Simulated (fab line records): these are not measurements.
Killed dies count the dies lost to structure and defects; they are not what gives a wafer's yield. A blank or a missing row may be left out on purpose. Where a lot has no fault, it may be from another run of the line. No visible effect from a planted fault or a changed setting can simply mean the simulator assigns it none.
Chamber matching | flow berkeley-cmos170 | rie-si-01 running UCB170_GATE_ETCH_15: 4 sister chambers
The step etches poly-Si in HBr/Cl2, stops on SiO2, time 56.3 s, target depth 278.2 nm. 16 wafers are shown with their chamber, then 8 later ones without.

WAFERS WITH THEIR CHAMBER
wafer  | chamber | drypump-motor-current-A (A) | throttle-valve-pct (%) | he-backside-leak-sccm (sccm)
L804.1 | 2       | 6.10                        | 26.68                  | 2.9
L804.4 | 1       | 5.39                        | 26.56                  | 3.2
L804.5 | 3       | 6.03                        | 26.45                  | 2.5
L807.1 | 2       | 6.07                        | 26.66                  | 3.0
L807.2 | 3       | 6.01                        | 26.45                  | 2.4
L807.4 | 1       | 5.35                        | 26.57                  | 3.3
L805.3 | 0       | 5.82                        | 26.72                  | 2.5
L805.5 | 3       | 6.02                        | 26.44                  | 2.5
L805.6 | 0       | 5.81                        | 26.70                  | 2.7
L808.1 | 0       | 5.84                        | 26.69                  | 2.6
L808.3 | 2       | 6.08                        | 26.67                  | 2.8
L808.4 | 1       | 5.41                        | 26.57                  | 3.3
L812.2 | 1       | 5.39                        | 26.56                  | 3.2
L812.3 | 0       | 5.84                        | 26.71                  | 2.5
L812.5 | 1       | 5.41                        | 26.57                  | 3.1
L813.1 | 2       | 6.07                        | 26.66                  | 2.8

SIGNATURES (averages over the wafers above)
reading                 | chamber 0 | chamber 1 | chamber 2 | chamber 3 | scatter within a chamber
drypump-motor-current-A | 5.8275    | 5.3900    | 6.0800    | 6.0200    | 0.018
throttle-valve-pct      | 26.7050   | 26.5660   | 26.6675   | 26.4467   | 0.00895
he-backside-leak-sccm   | 2.575     | 3.220     | 2.875     | 2.467     | 0.0864
Rule: for each reading, subtract the chamber's mean from the wafer's reading, divide by that reading's scatter and square the result; add these up over the readings and take the root, which gives the wafer's distance from the chamber. The wafer belongs to the nearest chamber; if the next one is less than 2 further off, it can't be placed. How the scatter is found: for the shown wafers, subtract from each reading the mean of its chamber, square and add these, divide the total by (wafers less chambers), then take the root.

WAFERS WITH NO CHAMBER GIVEN
wafer  | drypump-motor-current-A (A) | throttle-valve-pct (%) | he-backside-leak-sccm (sccm)
L813.2 | 5.86                        | 26.70                  | 2.6
L813.5 | 6.09                        | 26.67                  | 2.8
L814.1 | 6.00                        | 26.45                  | 3.4
L814.2 | 6.07                        | 26.67                  | 2.8
L814.4 | 5.37                        | 26.57                  | 3.2
L821.1 | 6.10                        | 26.67                  | 2.8
L821.4 | 5.38                        | 26.56                  | 3.2
L821.6 | 6.07                        | 26.68                  | 2.9

THE CHAMBER EACH PASSED THROUGH
wafer  | from the rows above | in truth
L813.2 | 0                   | 0
L813.5 | 2                   | 2
L814.1 | 3                   | 3
L814.2 | 2                   | 2
L814.4 | 1                   | 1
L821.1 | 2                   | 2
L821.4 | 1                   | 1
L821.6 | 2                   | 2
Correctly placed: 8 of 8. Not placeable from these rows: 0. Number placed wrongly: 0.
